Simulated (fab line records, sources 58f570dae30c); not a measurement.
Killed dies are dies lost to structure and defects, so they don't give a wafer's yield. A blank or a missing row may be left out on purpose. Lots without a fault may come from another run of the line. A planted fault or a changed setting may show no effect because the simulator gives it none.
Problem report in the 8D (eight disciplines) form, filled by code | flow berkeley_cmos170 | the parts of the form that need people (team, actions taken, sign-off) are left out

1. THE PROBLEM
tilt_deg at UCB170_PFIELD_IMPLANT_07 reads a mean of 8.085 degrees on 9 wafers of 3 lots; wafers without a fault read 6.999 degrees with a standard deviation of 0.021. That is +52 standard deviations from the usual mean.
First seen on wafer L791.1, day 8 14:05, on implanter-02. The record holds 45 wafers of 15 lots with a number at this step. Rule for "out", or "out of limits": more than 4 standard deviations from the usual mean. The other wafers with a number count as sound.

2. WHAT IT IS AND WHAT IT IS NOT
question                    | is                     | is not
which readings at this step | tilt_deg               | -
which lots                  | L791, L795, L796       | L777, L778, L779, L781, L782, L783, L785, L787, L788, L789, L790, L793
which wafers of those lots  | all that have a number | -
read on which tools         | implanter-02           | implanter-01, implanter-04
when                        | from day 8 14:05       | up to then (36 sound wafers)

3. SUSPECTS, AND WHAT RULES EACH OUT
Counting: a tool at a process step up to the reading stays a suspect if it ran every lot that is out and no sound lot after the first of them.
- implanter-02 at UCB170_PFIELD_IMPLANT_07: kept. It ran every lot that is out, first L791 (day 8 14:05), and no sound lot after that; its last sound lot up to then is L790 (day 7 17:35). Its own readings are out on those wafers: tilt_deg.
Left after counting: implanter-02 at UCB170_PFIELD_IMPLANT_07.

4. THE CAUSE (what the simulator had put in)
Process parameter drift: implanter-02, from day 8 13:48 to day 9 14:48, at UCB170_PFIELD_IMPLANT_07. Setting tilt_deg, moved by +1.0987, from 7. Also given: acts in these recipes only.
Counting left only this tool.

5. THE CHAIN OF EFFECTS, in route order
Each row: a reading whose mean over the struck wafers that have a number lies more than 3 standard deviations from the usual. Only readings for which the record gives a usual standard deviation are gone through. hours: the time from each lot's start at the first step in this table that gives one to its start at this step, as a median over the lots. sigmas: the change in usual standard deviations.
hours | step                     | reading  | usual         | on struck wafers | change | sigmas
0     | UCB170_PFIELD_IMPLANT_07 | tilt_deg | 6.999 degrees | 8.085            | +1.086 | +52
The process steps in it:
- UCB170_PFIELD_IMPLANT_07

6. WHAT WOULD HAVE CAUGHT IT SOONER
In this record the first reading out of limits was taken at day 8 14:05, 0 hours after the fault began at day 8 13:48.
